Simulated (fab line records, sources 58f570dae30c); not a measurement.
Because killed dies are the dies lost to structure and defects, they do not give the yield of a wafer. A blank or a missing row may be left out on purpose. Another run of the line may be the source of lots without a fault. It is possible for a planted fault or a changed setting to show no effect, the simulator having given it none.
Split-lot experiment + flow berkeleyCmos170 + 23 wafers read from 5 lots, route of 331 steps

THE SPLIT
At UCB170_PSD_IMPLANT_08, the setting doseCm2 was moved away from the recipe's 3e+15 on 8 of the 23 wafers read, by -4.1% to +6.4%. For the rest of the wafers, this setting stayed at what the recipe calls for.

FROM THE SPLIT TO THE READING: what the file shows between them, 6 steps
- UCB170_PSD_STRIP_09: strips in O2
- UCB170_PSD_TW_MEAS_10
- UCB170_PSD_CLEAN_11: cleans in SPM, time 600 s
- UCB170_NSD_HMDS_00: prime time 60 s
- UCB170_SDANNEAL_RTA_00: time 10 s
- UCB170_SDANNEAL_RTA_01: time 5 s

THE READING
PSD_RS (ohm/sq), read at UCB170_SDANNEAL_RS_MEAS_02 with a four-point probe. Fault-free wafers of this fab line usually give 75.70 ohm/sq, standard deviation 0.27 ohm/sq.

| wafer  | tool, chamber at the split | doseCm2 as run | against the recipe | PSD_RS, ohm/sq | against lot-mates on the recipe |
|--------|----------------------------|----------------|--------------------|----------------|---------------------------------|
| L077.2 | implanter-02, 0            | 2.877e+15      | -4.1%              | 78.82          | +2.75                           |
| L077.3 | implanter-02, 0            | 3e+15          | recipe             | 76.15          | -                               |
| L077.4 | implanter-02, 0            | 3e+15          | recipe             | 75.85          | -                               |
| L077.5 | implanter-02, 0            | 2.877e+15      | -4.1%              | 78.71          | +2.64                           |
| L077.6 | implanter-02, 0            | 3e+15          | recipe             | 76.22          | -                               |
| L076.1 | implanter-04, 0            | 3e+15          | recipe             | 75.86          | -                               |
| L076.2 | implanter-04, 0            | 3e+15          | recipe             | 75.49          | -                               |
| L076.3 | implanter-04, 0            | 3e+15          | recipe             | 75.84          | -                               |
| L076.4 | implanter-04, 0            | 3e+15          | recipe             | 75.52          | -                               |
| L076.5 | implanter-04, 0            | 3e+15          | recipe             | 75.96          | -                               |
| L081.1 | implanter-04, 0            | 3e+15          | recipe             | 75.96          | -                               |
| L081.2 | implanter-04, 0            | 3.117e+15      | +3.9%              | 73.69          | -2.31                           |
| L081.3 | implanter-04, 0            | 3.117e+15      | +3.9%              | 73.64          | -2.36                           |
| L081.4 | implanter-04, 0            | 3.117e+15      | +3.9%              | 73.74          | -2.27                           |
| L081.5 | implanter-04, 0            | 3e+15          | recipe             | 76.05          | -                               |
| L083.1 | implanter-01, 0            | 3e+15          | recipe             | 75.16          | -                               |
| L083.3 | implanter-01, 0            | 3e+15          | recipe             | 75.71          | -                               |
| L083.5 | implanter-01, 0            | 3e+15          | recipe             | 75.52          | -                               |
| L085.1 | implanter-04, 0            | 3e+15          | recipe             | 75.56          | -                               |
| L085.2 | implanter-04, 0            | 3.192e+15      | +6.4%              | 71.98          | -3.58                           |
| L085.3 | implanter-04, 0            | 3.192e+15      | +6.4%              | 72.00          | -3.56                           |
| L085.5 | implanter-04, 0            | 3e+15          | recipe             | 75.57          | -                               |
| L085.6 | implanter-04, 0            | 3.192e+15      | +6.4%              | 72.39          | -3.17                           |

FIT RESULTS
A straight line over all 23 wafers: PSD_RS changes by -0.599 ohm/sq for each +1% of doseCm2; r = -0.99; the points scatter about the line by 0.31 ohm/sq.
The same after taking each lot's own level away (the mean of its wafers on the recipe; 23 wafers): -0.576 ohm/sq for each +1%; r = -0.99; scatter 0.21 ohm/sq.
The reading moves by 3.7 ohm/sq for the largest change in doseCm2, on that fit.
The span of the lots' own levels, 75.463 to 76.073 ohm/sq, comes to 2.3 times the standard deviation stated above.
So the lot-to-lot level changes the slope little: the two slopes agree.
Check: with one of the wafers moved furthest among these (+6.4%) left out of the fit, the line predicts -3.65 ohm/sq for it against its lot-mates. It came out at -3.58 ohm/sq against them.

OTHER SPLITS ON THESE WAFERS
Other splits were also applied to these wafers ahead of the reading. Each is held against what the fit with the lots' levels taken away leaves over:
| other split on the same wafers     | wafers away from the commonest value | r with PSD_RS (lot level and that fit taken away) |
|------------------------------------|--------------------------------------|---------------------------------------------------|
| UCB170_START_OXIDATION_02 oxTimeS  | 18                                   | +0.34                                             |
| UCB170_ZERO_STRIP_07 o2FlowSccm    | 12                                   | +0.01                                             |
| UCB170_NWELL_PEB_10 pebTempC       | 7                                    | +0.03                                             |
| UCB170_PWELL_CVD_05 pressureMtorr  | 18                                   | +0.20                                             |
| UCB170_PFIELD_IMPLANT_07 energyKev | 8                                    | -0.48                                             |
| UCB170_NVT_IMPLANT_07 doseCm2      | 6                                    | -0.33                                             |
| UCB170_PVT_IMPLANT_07 doseCm2      | 8                                    | +0.16                                             |
| UCB170_NLDD_IMPLANT_08 energyKev   | 9                                    | -0.27                                             |
| UCB170_PSD_COAT_01 resistThkNm     | 9                                    | -0.23                                             |

THE WHOLE CHAIN: every reading that the file lists as answering this split, in the file's order
| step                       | what it does                 | reading              | change (the file's fit)                                                              | r (the file's) |
|----------------------------|------------------------------|----------------------|--------------------------------------------------------------------------------------|----------------|
| UCB170_PSD_TW_MEAS_10      |                              | PSD_TW               | +6.66 for each +1% of the setting                                                    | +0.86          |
| UCB170_SDANNEAL_RS_MEAS_02 | measures by four-point-probe | PSD_RS               | -0.577 for each +1% of the setting                                                   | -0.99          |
| UCB170_PSD_STRIP_09        | strips in O2                 | stripTimeToEndpointS | withheld for each +1% of the setting, in a fit together with resistThkNm@PSD_COAT_01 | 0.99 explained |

FILE'S OWN FIT
PSD_RS changes by -0.577 ohm/sq for each +1% of doseCm2, r = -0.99.
